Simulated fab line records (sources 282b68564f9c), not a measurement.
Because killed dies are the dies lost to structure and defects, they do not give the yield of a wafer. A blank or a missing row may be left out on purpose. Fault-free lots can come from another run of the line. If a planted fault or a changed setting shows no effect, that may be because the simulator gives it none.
What tool caused it? ; flow rit-cmos ; 42 wafers from 14 lots sampled at 5 of the route's 202 steps

## WHAT THE GAUGES READ, wafer by wafer
RIT_WELLDRIVE_RS_MEAS_01: measurement is done with a four-point probe.
lot;measured;on;NWELL_RS (ohm/sq)
L412;day 2 05:34;film-metro-01;275.8 276.4 275.7
L413;day 2 11:58;film-metro-04;276.2 275.6 275.9
L414;day 2 15:26;film-metro-04;275.3 275.5 274.6
L415;day 2 19:34;film-metro-02;276.5 275.8 275.7
L416;day 2 23:56;film-metro-04;275.0 274.2 274.8
L417;day 3 05:03;film-metro-02;275.6 275.9 274.9
L418;day 3 10:31;film-metro-02;273.9 274.9 275.0
L419;day 3 15:30;film-metro-04;275.9 275.0 275.8
L420;day 3 20:51;film-metro-02;275.1 274.8 275.7
L424;day 4 15:50;film-metro-01;274.6 274.0 273.7
L427;day 5 08:23;film-metro-01;270.1 270.7 270.5 270.2 270.5 270.6
L429;day 5 17:24;film-metro-02;269.2 269.2 269.1 268.7 268.9 269.5
L432;day 6 10:41;film-metro-04;274.9 275.2 274.8
L434;day 6 18:06;film-metro-01;275.3 275.2 275.5

RIT_PRETRO_OVL_MEAS_06.
lot;measured;on;PRETRO_OVL (nm)
L412;day 2 08:19;overlay-01;-1.0 1.2 1.0
L413;day 2 14:37;overlay-02;0.3 -1.1 -0.9
L414;day 2 18:16;overlay-01;-1.4 -0.4 0.2
L415;day 2 22:22;overlay-01;-1.3 -1.7 -1.0
L416;day 3 02:36;overlay-01;0.4 -2.0 -0.5
L417;day 3 07:56;overlay-02;-1.2 0.9 -1.4
L418;day 3 13:17;overlay-02;-0.6 -1.5 -1.9
L419;day 3 18:17;overlay-01;-0.3 -0.1 0.1
L420;day 3 23:42;overlay-02;-3.9 0.1 -1.2
L424;day 4 18:51;overlay-02;-1.3 -2.0 -2.0
L427;day 5 17:27;overlay-01;1.5 0.4 -1.0
L429;day 6 01:02;overlay-01;-0.1 -1.9 0.0
L432;day 6 13:28;overlay-01;-1.9 -0.8 -2.5
L434;day 6 20:47;overlay-02;0.6 1.3 -1.7

RIT_NLDD_OVL_MEAS_06.
lot;measured;on;NLDD_OVL (nm)
L412;day 2 18:08;overlay-01;1.9 2.3 3.2
L413;day 3 00:44;overlay-02;2.8 2.0 4.4
L414;day 3 04:06;overlay-02;4.0 2.7 4.4
L415;day 3 08:16;overlay-02;2.5 4.0 0.9
L416;day 3 13:46;overlay-01;0.4 0.4 0.8
L417;day 3 19:16;overlay-01;3.9 3.9 4.3
L418;day 3 23:10;overlay-01;2.4 3.2 1.9
L419;day 4 04:17;overlay-01;2.5 2.0 2.7
L420;day 4 10:55;overlay-01;3.4 2.8 3.6
L424;day 5 05:44;overlay-02;1.6 -0.2 0.9
L429;day 6 13:16;overlay-01;0.9 0.2 1.6
L432;day 7 01:41;overlay-01;2.0 0.4 1.2
L434;day 7 06:47;overlay-02;1.1 1.8 2.0

## WHICH TOOL RAN EACH LOT (tool, then ch and the chambers of the sampled wafers, then the start)
lot;RIT_NWELL_IMPLANT_08;RIT_PWELL_STRIP_09
L412;implanter-02 ch 0, day 1 21:29;plasma-asher-04 ch 0,1, day 1 23:17
L413;implanter-03 ch 0, day 2 04:58;plasma-asher-04 ch 0,1, day 2 06:40
L414;implanter-02 ch 0, day 2 07:55;plasma-asher-02 ch 0,1, day 2 09:43
L415;implanter-03 ch 0, day 2 12:26;plasma-asher-03 ch 0,1, day 2 14:15
L416;implanter-03 ch 0, day 2 16:48;plasma-asher-02 ch 0,1, day 2 18:36
L417;implanter-03 ch 0, day 2 21:41;plasma-asher-02 ch 0,1, day 2 23:25
L418;implanter-03 ch 0, day 3 03:22;plasma-asher-02 ch 0,1, day 3 05:10
L419;implanter-02 ch 0, day 3 08:23;plasma-asher-04 ch 0,1, day 3 10:04
L420;implanter-02 ch 0, day 3 13:49;plasma-asher-03 ch 0,1, day 3 15:32
L424;implanter-01 ch 0, day 4 08:35;plasma-asher-04 ch 0,1, day 4 10:28
L427;implanter-02 ch 0, day 5 01:14;plasma-asher-03 ch 0,1, day 5 03:04
L429;implanter-02 ch 0, day 5 09:39;plasma-asher-04 ch 0,1, day 5 11:21
L432;implanter-03 ch 0, day 6 01:19;plasma-asher-02 ch 0,1, day 6 03:00
L434;implanter-03 ch 0, day 6 10:57;plasma-asher-03 ch 0,1, day 6 12:47
- RIT_NWELL_IMPLANT_08
- RIT_PWELL_STRIP_09: strips in O2, time 180 s.

## WHAT THE TOOLS THEMSELVES READ (means of the sampled wafers that have a number; where no wafer has one, the mark that the record gives instead)
RIT_NWELL_IMPLANT_08.
lot;tool;dose-ions-cm2
L412;implanter-02;4.992e+13
L413;implanter-03;5.000e+13
L414;implanter-02;4.996e+13
L415;implanter-03;5.004e+13
L416;implanter-03;4.999e+13
L417;implanter-03;5.005e+13
L418;implanter-03;5.004e+13
L419;implanter-02;4.999e+13
L420;implanter-02;4.996e+13
L424;implanter-01;5.009e+13
L427;implanter-02;5.186e+13
L429;implanter-02;5.183e+13
L432;implanter-03;5.007e+13
L434;implanter-03;5.001e+13

RIT_PWELL_STRIP_09.
lot;tool;drypump-motor-current-A (A)
L412;plasma-asher-04;5.3
L413;plasma-asher-04;5.2
L414;plasma-asher-02;5.8
L415;plasma-asher-03;5.6
L416;plasma-asher-02;5.8
L417;plasma-asher-02;5.8
L418;plasma-asher-02;5.8
L419;plasma-asher-04;5.2
L420;plasma-asher-03;6.0
L424;plasma-asher-04;5.1
L427;plasma-asher-03;5.9
L429;plasma-asher-04;5.1
L432;plasma-asher-02;5.8
L434;plasma-asher-03;5.6

## THE ANSWER, worked out from the rows above alone
Rule: the lots themselves supply what counts as usual. Put in order of their means at a reading, lots are off if they are a third of the lots or fewer, leave a main group of 4 or more, and stand apart from it by a gap of 3 or more times the standard deviation of the main group's means; of several such gaps the widest counts. A main group is skipped when, at the precision printed for the reading in the tables above, its means are all equal. A lot without any number at a reading at which 4 lots or more have one is off too. Where the step has rows for the other lots, those lots are counted as sound. First the gauges in route order, then the tools' own readings, where a lot's mean is used as printed above. The first step at which some lot is off is used, and at that step the reading that is off furthest; a lot without a number counts as furthest.
Off: at RIT_WELLDRIVE_RS_MEAS_01 (NWELL_RS), L427, L429. Mean 275.2 ohm/sq and standard deviation 0.57 in the main group.
If a tool, at a process step before that reading, ran all the lots that are off and no sound lot after the first of them, it fits. The gauges at RIT_WELLDRIVE_RS_MEAS_01 aren't tried: what is off there is off at RIT_NWELL_IMPLANT_08 too, on other tools, and a gauge's error can't cause that. One candidate fits, namely implanter-02 at RIT_NWELL_IMPLANT_08. A fault onset in the window from L420 (day 3 13:49, its last sound lot) to L427 (day 5 01:14, its first lot off) fits.
The tool's own readings at RIT_NWELL_IMPLANT_08 bear it out: on the lots that are off they differ by more than 5 times the standard deviation of the sound lots' means. dose-ions-cm2 reads 5.184e+13 there against 5.001e+13 on the sound lots.

## WHAT THE SIMULATOR HAD PUT IN
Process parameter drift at RIT_NWELL_IMPLANT_08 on implanter-02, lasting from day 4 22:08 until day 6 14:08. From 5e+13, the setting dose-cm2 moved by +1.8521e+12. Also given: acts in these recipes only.
Struck lots among those shown: L427, L429. The same result came from the rule above.
